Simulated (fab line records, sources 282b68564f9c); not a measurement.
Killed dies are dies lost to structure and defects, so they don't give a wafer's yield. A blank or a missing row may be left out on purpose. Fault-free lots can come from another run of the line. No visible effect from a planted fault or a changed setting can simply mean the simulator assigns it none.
Comparing a struck lot with a sound one + flow rit cmos + 44 out of 202 route steps
Sound: the wafers L733.1, L733.4, L733.6. The struck wafers were L723.3, L723.4, L723.6. The cause is given at the end.
Order at every step that has rows: each side's tool, ch and its chambers, its first start. Under that, the readings that differ: sound wafers + struck wafers + difference of the means + sigmas: that difference in standard deviations of wafers without a fault.
alike: readings whose means differ by less than 2 such deviations, and words and numbers that are the same on both sides. not compared: withheld readings, readings that some wafer has no value for, bounds like >300 that may hide the same value, and numbers for which the record gives no deviation and whose values overlap.
A row with sigmas, a row that says differs or no value, or rows on one side alone: a step with any of these is where the two part. Numbers that have no deviation but don't overlap get no sigmas and don't part them. Lack of a reading on every wafer of one side parts them only where that side has two or more wafers.

first, 3 steps without rows for these wafers: RIT_GATE_EXPOSE_13 (exposes mask M6, target cd 150 nm); RIT_GATE_PEB_14; RIT_GATE_DEVELOP_15 (develop time 50 s).
RIT_GATE_CD_MEAS_16: target cd 150 nm.
  sound on cd sem-02 at day 6 05:53; struck on cd sem-01 at day 4 04:06
  alike: cd nm
RIT_GATE_OVL_MEAS_17:
  sound on overlay-02 at day 6 06:00; struck on overlay-01 at day 4 04:11
  alike: GATE_OVL
then, 1 step without rows for these wafers: RIT_GATE_HARDBAKE_18 (time 60 s).
RIT_GATE_ETCH_19: etches poly-Si in SF6/CHF3/O2, stops on SiO2, time 165 s, target depth 312.5 nm.
  sound on rie si-01 ch 1,3, day 6 06:19; struck on rie si-01 ch 0,1,3, day 4 04:22
  alike: O2_flow_sccm, SF6_flow_sccm, drypump motor current A, oes product au, rf fwd power W, throttle valve pct
  not compared: rf hours counter h
RIT_GATE_STRIP_20: strips in O2, time 180 s.
  sound on plasma asher-03 ch 1, day 6 06:25; struck on plasma asher-01 ch 0,1, day 4 04:32
  alike: drypump motor current A
  not compared: rf hours counter h
RIT_GATE_CD_MEAS_90: target cd 150 nm.
  sound on cd sem-02 at day 6 06:36; struck on cd sem-02 at day 4 04:41
  alike: cd nm
then, 3 steps without rows for these wafers: RIT_REOX_CLEAN_00 (cleans in SC1, time 591.2 s); RIT_REOX_CLEAN_01 (cleans in dHF, time 30 s); RIT_REOX_CLEAN_02 (cleans in SC2, time 600 s).
RIT_REOX_OXIDATION_03: target thk 25.2 nm, ox time 5580 s.
  sound on furnace-03 ch 0, day 6 07:06; struck on furnace-01 ch 0, day 4 05:50
| reading                                     | sound             | struck            | difference | sigmas |
|---------------------------------------------|-------------------|-------------------|------------|--------|
| ox time s (s)                               | 5580 5580 5580    | 2511 2511 2511    | -3069      |        |
| model.SiO2_of_REOX_OXIDATION_03.thk nm (nm) | 25.18 25.7 25.6   | 14.64 14.94 14.7  | -10.73     |        |
| model.poly-Si_of_GATE_CVD_08.thk nm (nm)    | 232.8 231.7 231.1 | 236.8 235.5 237.1 | +4.6       |        |
  alike: spike tc centre C
RIT_REOX_THK_MEAS_04:
  sound on film metro-03 at day 6 09:39; struck on film metro-01 at day 4 08:25
| reading             | sound          | struck         | difference | sigmas |
|---------------------|----------------|----------------|------------|--------|
| REOX_OXIDE_THK (nm) | 25.2 25.7 25.6 | 14.7 15.0 14.7 | -10.7      | -23    |
then, 6 steps without rows for these wafers: RIT_NLDD_HMDS_00 (prime time 60 s); RIT_NLDD_COAT_01 (resist thk 1000 nm); RIT_NLDD_SOFTBAKE_02 (time 60 s); RIT_NLDD_EXPOSE_03 (exposes mask M7, target cd 40700 nm); RIT_NLDD_PEB_04; RIT_NLDD_DEVELOP_05 (develop time 50 s).
RIT_NLDD_OVL_MEAS_06:
  sound on overlay-01 at day 6 10:34; struck on overlay-01 at day 4 09:26
  alike: NLDD_OVL
then, 2 steps without rows for these wafers: RIT_NLDD_HARDBAKE_07 (time 60 s); RIT_NLDD_IMPLANT_08.
RIT_NLDD_STRIP_09: strips in O2, time 180 s.
  sound on plasma asher-03 ch 0,1, day 6 10:54; struck on plasma asher-03 ch 0,1, day 4 09:49
  alike: drypump motor current A
  not compared: rf hours counter h
RIT_NLDD_TW_MEAS_10:
  sound on film metro-02 at day 6 11:04; struck on film metro-04 at day 4 09:57
  alike: NLDD_TW
then, 6 steps without rows for these wafers: RIT_PLDD_HMDS_00 (prime time 60 s); RIT_PLDD_COAT_01 (resist thk 1000 nm); RIT_PLDD_SOFTBAKE_02 (time 60 s); RIT_PLDD_EXPOSE_03 (exposes mask M8, target cd 40900 nm); RIT_PLDD_PEB_04; RIT_PLDD_DEVELOP_05 (develop time 50 s).
RIT_PLDD_OVL_MEAS_06:
  sound on overlay-01 at day 6 12:11; struck on overlay-01 at day 4 10:59
  alike: PLDD_OVL
then, 2 steps without rows for these wafers: RIT_PLDD_HARDBAKE_07 (time 60 s); RIT_PLDD_IMPLANT_08.
RIT_PLDD_STRIP_09: strips in O2, time 180 s.
  sound on plasma asher-03 ch 0,1, day 6 12:37; struck on plasma asher-02 ch 0,1, day 4 11:22
  alike: drypump motor current A
  not compared: rf hours counter h
RIT_PLDD_TW_MEAS_10:
  sound on film metro-03 at day 6 12:47; struck on film metro-04 at day 4 11:30
  alike: PLDD_TW
RIT_SPACER_CLEAN_00: cleans in SC1, time 600 s.
  sound on wet bench-01 ch 3, day 6 12:51; struck on wet bench-03 ch 1, day 4 11:32
| reading                                     | sound             | struck            | difference | sigmas |
|---------------------------------------------|-------------------|-------------------|------------|--------|
| model.SiO2_of_REOX_OXIDATION_03.thk nm (nm) | 23.23 23.72 23.61 | 13.53 13.81 13.58 | -9.88      |        |
then, 3 steps without rows for these wafers: RIT_SPACER_CLEAN_01 (cleans in dHF, time 30 s); RIT_SPACER_CLEAN_02 (cleans in SC2, time 600 s); RIT_SPACER_CVD_03 (deposits Si3N4 from SiH2Cl2/NH3, target thk 250 nm, time 3300 s).
RIT_SPACER_THK_MEAS_04:
  sound on film metro-04 at day 6 15:10; struck on film metro-03 at day 4 14:03
  alike: SPACER_NITRIDE_THK
RIT_SPACER_ETCHBACK_05: etches Si3N4 in SF6/CHF3, stops on SiO2, target depth 250 nm, time 240 s.
  sound on rie diel-01 ch 0,2,3, day 6 15:13; struck on rie diel-04 ch 1,2, day 4 14:05
  alike: SF6_flow_sccm, drypump motor current A, oes product au, rf fwd power W, throttle valve pct
  not compared: rf hours counter h
RIT_SDANNEAL_CLEAN_02: cleans in SC2, time 600 s.
  sound on wet bench-02 ch 3, day 6 18:36; struck on wet bench-04 ch 2, day 4 17:47
| reading                                  | sound           | struck          | difference | sigmas |
|------------------------------------------|-----------------|-----------------|------------|--------|
| model.poly-Si_of_GATE_CVD_08.thk nm (nm) | 164.4 161.1 159 | 165.8 164.9 167 | +4.4       |        |
RIT_M1_PROBE_99:
  sound on prober-01 at day 7 02:36; struck on prober-01 at day 5 02:57
| reading                             | sound           | struck            | difference | sigmas |
|-------------------------------------|-----------------|-------------------|------------|--------|
| model.etest.pmos turned.r on ohm um | 3395 3380 3351  | 2583 2628 2539    | -792       |        |
| model.etest.pmos_0p3.r on ohm um    | 6185 6064 6041  | 5654 5744 5597    | -432       |        |
| model.etest.pmos_0p15.r on ohm um   | 2737 2745 2676  | 2178 2238 2122    | -540       |        |
| model.etest.pldd.rs ohm sq          | 481.9 508 503.1 | 250.4 252.1 249.7 | -246.9     |        |
| model.etest.nldd.rs ohm sq          | 371.4 379 379.4 | 249.8 252.2 251.2 | -125.5     |        |
| model.etest.nmos_0p15.r on ohm um   | 1107 1137 1148  | 1030 1036 1010    | -105       |        |
| model.etest.nmos turned.drive ua um | 336 330.5 337.1 | 426.5 412.8 423.2 | +86.3      |        |
  alike: killed_at_M0_to_M3, killed at contacts, killed at front end, killed dies, killed open, killed short
  not compared: model.etest.nmos_0p3.r on ohm um

WHERE THEY PART
Within this record, at RIT_REOX_THK_MEAS_04 only. Later steps at which nothing parts them and some readings are alike: RIT_NLDD_OVL_MEAS_06, RIT_NLDD_STRIP_09, RIT_NLDD_TW_MEAS_10, RIT_PLDD_OVL_MEAS_06, RIT_PLDD_STRIP_09, RIT_PLDD_TW_MEAS_10, RIT_SPACER_THK_MEAS_04, RIT_SPACER_ETCHBACK_05, RIT_M1_PROBE_99.

WHY: what had been put in by the simulator
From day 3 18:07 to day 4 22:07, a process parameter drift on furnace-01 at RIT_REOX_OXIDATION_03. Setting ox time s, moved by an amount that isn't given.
